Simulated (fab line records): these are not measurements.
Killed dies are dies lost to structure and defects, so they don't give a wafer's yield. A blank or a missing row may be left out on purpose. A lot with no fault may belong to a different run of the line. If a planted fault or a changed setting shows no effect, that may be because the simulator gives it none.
One fault through the eyes of 2 desks ; flow berkeley cmos170 ; what lay behind the numbers comes last; until then each desk has only its own

FOR THE TOOL OWNER'S DESK: cmp-01
The tool's own readings at UCB170_V2_CMP_02 (polishes SiO2): means of the sampled wafers that have a number, for each lot that ran on this tool. If a lot's mean is further than 4 standard deviations from the usual mean, the lot is out of limits and carries the mark OUT (the distance appears in the brackets).
Columns: A = edge zone pressure frac at UCB170_V2_CMP_02, usual 1.001; B = motor current A at UCB170_V2_CMP_02, usual 16.1 A
lot;first seen here;A;B
L589;day 8 19:13;0.999;16.5
L594;day 8 22:28;1.003;15.3
L600;day 10 13:32;1.004;17.3
L603;day 10 14:16;1.001;16.1
L601;day 10 15:40;1.004;18.0
Result from this desk: across the 5 lots, nothing is out of limits.

THE METROLOGY DESK
Lot by lot, what the gauges showed, no matter which tool ran the lot: averages of those sampled wafers that carry a number. If a lot's mean is further than 4 standard deviations from the usual mean, the lot is out of limits and carries the mark OUT (the distance appears in the brackets).
Columns: A = cd nm at UCB170_V2_CD_MEAS_90, usual 700.0 nm; B = M3_AL_RS at UCB170_M3_RS_MEAS_02, usual 0.0320 ohm/sq
lot;first seen here;A;B
L588;day 7 00:07;698.7;0.0319
L590;day 8 04:55;697.5;0.0321
L591;day 8 05:32;702.6;0.0321
L589;day 8 21:47;697.7;0.0317
L594;day 9 02:01;701.1;0.0321
L593;day 9 09:52;700.8;0.0315
L595;day 9 11:07;698.9;0.0321
L596;day 9 11:57;696.6;0.0318
L599;day 10 05:11;699.0;0.0322
L600;day 10 16:02;701.7;0.0315
L603;day 10 17:36;699.2;0.0321
L601;day 10 19:47;699.1;0.0326
L611;day 12 00:41;703.3;0.0326
Result from this desk: across the 13 lots, nothing is out of limits.

ALL TOGETHER
The desk of the tool owner found nothing out of limits.
Nothing out of limits was seen by the metrology desk.

WHAT WAS PUT IN BY THE SIMULATOR
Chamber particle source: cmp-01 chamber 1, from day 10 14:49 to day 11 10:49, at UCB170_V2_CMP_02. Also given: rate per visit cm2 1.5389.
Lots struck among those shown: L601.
